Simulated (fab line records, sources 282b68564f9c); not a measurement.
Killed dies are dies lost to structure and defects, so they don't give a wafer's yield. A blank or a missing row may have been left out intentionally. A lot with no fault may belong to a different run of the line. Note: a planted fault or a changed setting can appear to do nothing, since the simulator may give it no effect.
Struck lot and sound lot, side by side    flow rit-cmos    22 out of 202 route steps
Sound: wafers L311.4, L311.5, L311.6. The struck wafers were L319.2, L319.4, L319.6. Last of all comes the cause.
At each step with rows: each side's tool, then ch and its chambers, then its first start. Under that, the readings that differ: sound wafers    struck wafers    difference of the means    sigmas: that difference in standard deviations of wafers without a fault.
alike: same words and numbers on both sides, and readings whose means sit less than 2 such deviations apart. not compared: any withheld reading, any reading some wafer has no value for, any bound like >300 that may hide the same value, and any number with overlapping values for which the record gives no deviation.
A row with sigmas, a row that says differs or no value, or rows on one side alone: a step with any of these is where the two part. Numbers that have no deviation but don't overlap get no sigmas and don't part them. A reading missing from all wafers of one side parts the sides only when that side holds two or more wafers.

first, 2 steps without rows for these wafers: RIT_NSD_HARDBAKE_07 (time 60 s); RIT_NSD_IMPLANT_08.
RIT_NSD_STRIP_09: strips in O2, time 180 s.
  sound on plasma-asher-02 ch 0,1, day 3 22:53; struck on plasma-asher-02 ch 0,1, day 5 11:48
  alike: drypump-motor-current-A
  not compared: rf-hours-counter-h
RIT_NSD_TW_MEAS_10:
  sound on film-metro-04 at day 3 23:02; struck on film-metro-01 at day 5 11:59
  alike: NSD_TW
then, 6 steps without rows for these wafers: RIT_PSD_HMDS_00 (prime time 60 s); RIT_PSD_COAT_01 (resist thk 1000 nm); RIT_PSD_SOFTBAKE_02 (time 60 s); RIT_PSD_EXPOSE_03 (exposes mask M10, target cd 40900 nm); RIT_PSD_PEB_04; RIT_PSD_DEVELOP_05 (develop time 50 s).
RIT_PSD_OVL_MEAS_06:
  sound on overlay-01 at day 4 00:17; struck on overlay-01 at day 5 13:02
  alike: PSD_OVL
then, 1 step without rows for these wafers: RIT_PSD_HARDBAKE_07 (time 60 s).
RIT_PSD_IMPLANT_08:
  sound on implanter-02 ch 0, day 4 00:37; struck on implanter-01 ch 0, day 5 13:14
reading        sound                          struck                         difference  sigmas
beam-on-s (s)  12.7 12.8 12.4                 24.0 24.5 24.1                 +11.6       +11
dose-ions-cm2  4.992e+15 4.992e+15 4.997e+15  8.017e+15 8.013e+15 8.014e+15  +3.021e+15  +99 or more
RIT_PSD_STRIP_09: strips in O2, time 180 s.
  sound on plasma-asher-01 ch 0,1, day 4 00:49; struck on plasma-asher-02 ch 0,1, day 5 13:22
  alike: drypump-motor-current-A
  not compared: rf-hours-counter-h
RIT_PSD_TW_MEAS_10:
  sound on film-metro-03 at day 4 00:58; struck on film-metro-03 at day 5 13:32
reading  sound           struck          difference  sigmas
PSD_TW   3381 3359 3368  3566 3530 3546  +178        +7
then, 3 steps without rows for these wafers: RIT_SDANNEAL_CLEAN_00 (cleans in SC1, time 600 s); RIT_SDANNEAL_CLEAN_01 (cleans in dHF, time 30 s); RIT_SDANNEAL_CLEAN_02 (cleans in SC2, time 600 s).
RIT_SDANNEAL_RTA_03: time 5 s.
  sound on rtp-anneal-02 ch 0, day 4 01:25; struck on rtp-anneal-02 ch 0, day 5 14:02
  alike: wafer_temp_C_max
RIT_SDANNEAL_RS_MEAS_04: a four-point-probe measurement.
  sound on film-metro-04 at day 4 01:31; struck on film-metro-03 at day 5 14:06
reading          sound              struck             difference  sigmas
PSD_RS (ohm/sq)  115.9 115.6 116.0  109.7 110.4 110.0  -5.8        -17
RIT_SDANNEAL_RS_MEAS_05: a four-point-probe measurement.
  sound on film-metro-04 at day 4 01:38; struck on film-metro-03 at day 5 14:13
  alike: NSD_RS
RIT_M1_PROBE_99:
  sound on prober-01 at day 4 09:00; struck on prober-01 at day 5 21:32
  alike: killed-at-contacts, killed-at-front-end, killed-dies, killed-open, killed-short

## WHERE THEY PART
At RIT_PSD_IMPLANT_08 first; at RIT_SDANNEAL_RS_MEAS_04 last (within this record only). Later steps at which nothing parts them and some readings are alike: RIT_SDANNEAL_RS_MEAS_05, RIT_M1_PROBE_99.

WHY: the cause the simulator had injected
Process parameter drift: implanter-01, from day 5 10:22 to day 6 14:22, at RIT_PSD_IMPLANT_08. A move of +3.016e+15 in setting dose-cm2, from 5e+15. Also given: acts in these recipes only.
